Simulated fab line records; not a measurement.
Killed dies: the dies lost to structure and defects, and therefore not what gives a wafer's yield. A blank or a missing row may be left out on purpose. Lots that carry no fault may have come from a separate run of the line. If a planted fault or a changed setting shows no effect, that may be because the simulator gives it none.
Struck lot and sound lot, side by side / flow berkeley-cmos170 / 14 steps out of a route of 331
Sound: these wafers, L611.1, L611.4, L611.5. The struck wafers were L619.4, L619.5, L619.6. The cause is given at the end.
Each step with rows lists, per side, the tool, then ch with its chambers, then its first start. Under that, the readings that differ: sound wafers / struck wafers / difference of the means / sigmas: that difference in standard deviations of wafers without a fault.
alike: same words and numbers on both sides, and readings whose means sit less than 2 such deviations apart. not compared: any withheld reading, any reading some wafer has no value for, any bound like >300 that may hide the same value, and any number with overlapping values for which the record gives no deviation.
The two part at a step that has a row with sigmas, a row that says differs or no value, or rows on one side only. Numbers that don't overlap but have no deviation are shown without sigmas and don't part them. Lack of a reading on every wafer of one side parts them only where that side has two or more wafers.

UCB170_FIELD_THK_MEAS_90:
  sound: film-metro-02 at day 6 00:52; struck: film-metro-03 at day 7 06:48
  alike: FIELD_OXIDE_LEFT_1_THK
then, 2 steps without rows for these wafers: UCB170_SACOX_CLEAN_00 (cleans in dHF, time 7.5 s); UCB170_SACOX_OXIDATION_01 (target thk 14.4 nm, ox time 2400 s).
UCB170_SACOX_THK_MEAS_02:
  sound: film-metro-01 at day 6 04:18; struck: film-metro-02 at day 7 10:00
  alike: SACOX_OXIDE_THK
then, 2 steps without rows for these wafers: UCB170_SCREENOX_WET_ETCH_00 (etches SiO2 in dHF, time 200 s); UCB170_SCREENOX_OXIDATION_01 (target thk 14.4 nm, ox time 2400 s).
UCB170_SCREENOX_THK_MEAS_02:
  sound: film-metro-01 at day 6 08:06; struck: film-metro-01 at day 7 12:52
  alike: SCREENOX_OXIDE_THK
then, 5 steps without rows for these wafers: UCB170_SCREENOX_ANNEAL_03 (time 900 s); UCB170_NVT_HMDS_00 (prime time 60 s); UCB170_NVT_COAT_01 (resist thk 900 nm); UCB170_NVT_SOFTBAKE_02 (time 60 s); UCB170_NVT_EXPOSE_03 (exposes mask PWELL, target cd 3000 nm).
UCB170_NVT_PEB_04:
  struck on litho-track-04, day 7 17:31; sound on litho-track-04 ch 0, day 6 11:50
  no value came back on the struck wafers for chill-plate-temp-C (C), exhaust-pa (Pa); on the sound wafers chill-plate-temp-C (C) reads 23.03 23.08 23.17
then, 1 step without rows for these wafers: UCB170_NVT_DEVELOP_05 (develop time 45 s).

## WHERE THEY PART
Within this record, at UCB170_NVT_PEB_04 only.

WHY: what the simulator had put in
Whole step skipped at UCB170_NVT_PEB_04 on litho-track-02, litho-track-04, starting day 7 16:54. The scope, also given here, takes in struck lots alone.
